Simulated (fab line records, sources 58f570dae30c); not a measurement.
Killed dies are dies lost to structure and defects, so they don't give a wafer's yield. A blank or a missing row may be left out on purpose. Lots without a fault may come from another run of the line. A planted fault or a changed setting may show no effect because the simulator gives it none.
A struck lot beside a sound one | flow berkeley_cmos170 | 16 steps out of a route of 331
Sound: wafers L118.1, L118.2, L118.5. Struck: wafers L121.4, L121.5, L121.6. The cause comes at the end.
At each step with rows: each side's tool, then ch and its chambers, then its first start. Under that, the readings that differ: sound wafers | struck wafers | difference of the means | sigmas: that difference in standard deviations of wafers without a fault.
alike: readings whose means differ by less than 2 such deviations, and words and numbers that are the same on both sides. not compared: withheld readings, readings that some wafer has no value for, bounds like >300 that may hide the same value, and numbers for which the record gives no deviation and whose values overlap.
The two part at a step that has a row with sigmas, a row that says differs or no value, or rows on one side only. Numbers that don't overlap but have no deviation are shown without sigmas and don't part them. A reading that every wafer of one side lacks parts them only if that side has two wafers or more.

first, 5 steps without rows for these wafers: UCB170_M1_COAT_04 (resist thk 886.6 nm); UCB170_M1_SOFTBAKE_05 (time 60 s); UCB170_M1_EXPOSE_06 (exposes mask METAL1, target cd 700 nm); UCB170_M1_PEB_07; UCB170_M1_DEVELOP_08 (develop time 45 s).
UCB170_M1_CD_MEAS_09: target cd 700 nm.
  sound on cd_sem-02, day 9 06:26; struck on cd_sem-02, day 10 13:44
  alike: cd_nm
UCB170_M1_OVL_MEAS_10:
  sound on overlay-02, day 9 06:34; struck on overlay-01, day 10 13:49
  alike: M1_OVL
UCB170_M1_ETCH_11: etches BARC in N2/H2.
  sound on rie_diel-03 ch 1,3, day 9 06:36; struck on rie_diel-02 ch 0,2,3, day 10 13:50
  alike: chamber_pressure_mTorr, drypump_motor_current_A, oes_product_au, throttle_valve_pct
UCB170_M1_METAL_ETCH_12: etches Al in Cl2/BCl3, stops on PSG, target depth 780 nm, time 130 s.
  sound on rie_metal-02 ch 0,1, day 9 06:38; struck on rie_metal-04 ch 0,1, day 10 13:55
  reading                     | sound             | struck            | difference | sigmas
  drypump_motor_current_A (A) | 5.3 5.4 5.3       | 6.6 6.2 6.5       | +1.1       | +2
  oes_product_au (a.u.)       | 0.834 0.846 0.843 | 0.869 0.888 0.865 | +0.033     | +3
  alike: bcl3_flow_sccm, chamber_pressure_mTorr, throttle_valve_pct
  not compared: rf_hours_counter_h
UCB170_M1_STRIP_13: strips in O2.
  sound on plasma_asher-01 ch 0,1, day 9 06:49; struck on plasma_asher-04 ch 0,1, day 10 14:02
  reading                     | sound       | struck      | difference | sigmas
  drypump_motor_current_A (A) | 6.6 5.9 5.9 | 5.1 5.1 5.2 | -1.0       | -2
  alike: chamber_pressure_mTorr, oes_product_au
  not compared: rf_hours_counter_h
UCB170_M1_CD_MEAS_90: target cd 700 nm.
  sound on cd_sem-01, day 9 06:55; struck on cd_sem-02, day 10 14:10
  alike: cd_nm
then, 1 step without rows for these wafers: UCB170_M1_ANNEAL_14 (time 1200 s).
UCB170_V1_CVD_00: deposits SiO2 from TEOS/O2, target thk 2000 nm, time 250 s.
  sound on pecvd-03 ch 0,1,2, day 9 11:18; struck on pecvd-03 ch 0,1,2, day 10 19:25
  reading                             | sound             | struck            | difference | sigmas
  run_length_s (s)                    | 277.0 277.7 276.7 | 330.2 331.4 330.5 | +53.6      | +80
  model.SiO2_of_V1_CVD_00.thk_nm (nm) | 1978 1997 2024    | 2436 2456 2436    | +443       |
  alike: heater_power_w
UCB170_V1_THK_MEAS_01:
  sound on film_metro-02, day 9 11:27; struck on film_metro-02, day 10 19:31
  reading          | sound          | struck         | difference | sigmas
  V1_TEOS_THK (nm) | 1979 1998 2023 | 2436 2457 2435 | +443       | +15
UCB170_V1_CMP_02: polishes SiO2.
  sound on cmp-02 ch 0,3, day 9 11:31; struck on cmp-02 ch 0,1,3, day 10 19:41
  alike: motor_current_A
UCB170_M3_PROBE_99:
  the record has rows for the struck wafers here (prober-01, day 11 09:13) and none for the sound ones

WHERE THEY PART
First at UCB170_M1_METAL_ETCH_12; last, within this record, at UCB170_M3_PROBE_99.

WHY: what the simulator had put in
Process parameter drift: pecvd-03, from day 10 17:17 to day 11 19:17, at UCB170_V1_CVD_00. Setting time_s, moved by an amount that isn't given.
